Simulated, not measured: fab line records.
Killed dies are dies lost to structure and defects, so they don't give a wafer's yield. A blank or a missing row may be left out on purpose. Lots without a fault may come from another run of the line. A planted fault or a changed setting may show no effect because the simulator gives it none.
Check of tool commonality + flow berkeley cmos170 + Lots sampled 13, wafers sampled 39

## THE REASON FOR OPENING IT
Of 13 lots, 3 have the reading NWELL_TW flagged at UCB170_NWELL_TW_MEAS_16. Fault-free wafers read 1245, with a standard deviation of 5.4.
Rule: a lot is flagged when every wafer of it that has a number lies more than 4 standard deviations from that mean, or none has a number. The rest of the lots are taken to be sound.

| lot  | measured    | on            | NWELL_TW, wafer by wafer | flag    |
|------|-------------|---------------|--------------------------|---------|
| L110 | day 4 00:58 | film metro-01 | 418 407 400              | FLAGGED |
| L112 | day 4 10:38 | film metro-02 | 400 391 410              | FLAGGED |
| L114 | day 4 23:31 | film metro-01 | 397 388 400              | FLAGGED |
| L115 | day 4 23:34 | film metro-01 | 1241 1247 1245           |         |
| L116 | day 5 05:30 | film metro-04 | 1244 1242 1242           |         |
| L117 | day 5 11:38 | film metro-01 | 1249 1249 1244           |         |
| L119 | day 5 20:02 | film metro-01 | 1246 1241 1254           |         |
| L120 | day 6 03:49 | film metro-01 | 1245 1248 1245           |         |
| L122 | day 6 14:41 | film metro-04 | 1236 1254 1249           |         |
| L123 | day 6 14:58 | film metro-02 | 1240 1244 1245           |         |
| L124 | day 6 15:13 | film metro-04 | 1241 1245 1249           |         |
| L125 | day 7 09:43 | film metro-02 | 1240 1245 1246           |         |
| L126 | day 7 10:21 | film metro-02 | 1247 1242 1248           |         |
On average the flagged lots read 401, which is -844 against the usual, or -99 or more standard deviations.

## TOOL THAT RAN EACH LOT
The record keeps 1 process step preceding the reading, out of 331 steps on the route. Each cell gives the tool, then ch followed by the chambers the sampled wafers passed through, then the start.
| lot  | flag    | UCB170_NWELL_DEVELOP_11          |
|------|---------|----------------------------------|
| L110 | FLAGGED | litho track-03 ch 0, day 4 00:00 |
| L112 | FLAGGED | litho track-03 ch 0, day 4 10:00 |
| L114 | FLAGGED | litho track-03 ch 0, day 4 22:00 |
| L115 |         | litho track-01 ch 0, day 4 23:00 |
| L116 |         | litho track-04 ch 0, day 5 04:00 |
| L117 |         | litho track-01 ch 0, day 5 11:00 |
| L119 |         | litho track-01 ch 0, day 5 19:00 |
| L120 |         | litho track-01 ch 0, day 6 03:00 |
| L122 |         | litho track-01 ch 0, day 6 14:00 |
| L123 |         | litho track-01 ch 0, day 6 14:00 |
| L124 |         | litho track-04 ch 0, day 6 14:00 |
| L125 |         | litho track-01 ch 0, day 7 09:00 |
| L126 |         | litho track-03 ch 0, day 7 09:00 |
What the steps here do:
- UCB170_NWELL_DEVELOP_11: develop time 45 s.
- UCB170_NWELL_TW_MEAS_16

## FLAGGED AGAINST TOTAL, ONE TOOL AT A TIME (gauges that did the reading follow at the end)
| step                    | tool           | lots run | flagged | share of the flagged lots | sound lots run after its first flagged lot |
|-------------------------|----------------|----------|---------|---------------------------|--------------------------------------------|
| UCB170_NWELL_DEVELOP_11 | litho track-01 | 7        | 0       | none                      | -                                          |
| UCB170_NWELL_DEVELOP_11 | litho track-03 | 4        | 3       | all                       | 1 (L126)                                   |
| UCB170_NWELL_DEVELOP_11 | litho track-04 | 2        | 0       | none                      | -                                          |
| UCB170_NWELL_TW_MEAS_16 | film metro-01  | 6        | 2       | some                      | 4 (L115,L117,L119,L120)                    |
| UCB170_NWELL_TW_MEAS_16 | film metro-02  | 4        | 1       | some                      | 3 (L123,L125,L126)                         |
| UCB170_NWELL_TW_MEAS_16 | film metro-04  | 3        | 0       | none                      | -                                          |

## WHAT IS ALLOWED BY THE TABLE
Rows of the table that ran each flagged lot: 1, that is litho track-03 at UCB170_NWELL_DEVELOP_11.
- litho track-03 at UCB170_NWELL_DEVELOP_11 ran 4 lots, 3 of them flagged. After the first flagged lot (L126), sound lots still ran on it; a lasting fault on the whole tool would not permit that.
Every row of the table either missed a flagged lot or ran a sound lot after the first.

## WHAT HAD BEEN PUT IN BY THE SIMULATOR
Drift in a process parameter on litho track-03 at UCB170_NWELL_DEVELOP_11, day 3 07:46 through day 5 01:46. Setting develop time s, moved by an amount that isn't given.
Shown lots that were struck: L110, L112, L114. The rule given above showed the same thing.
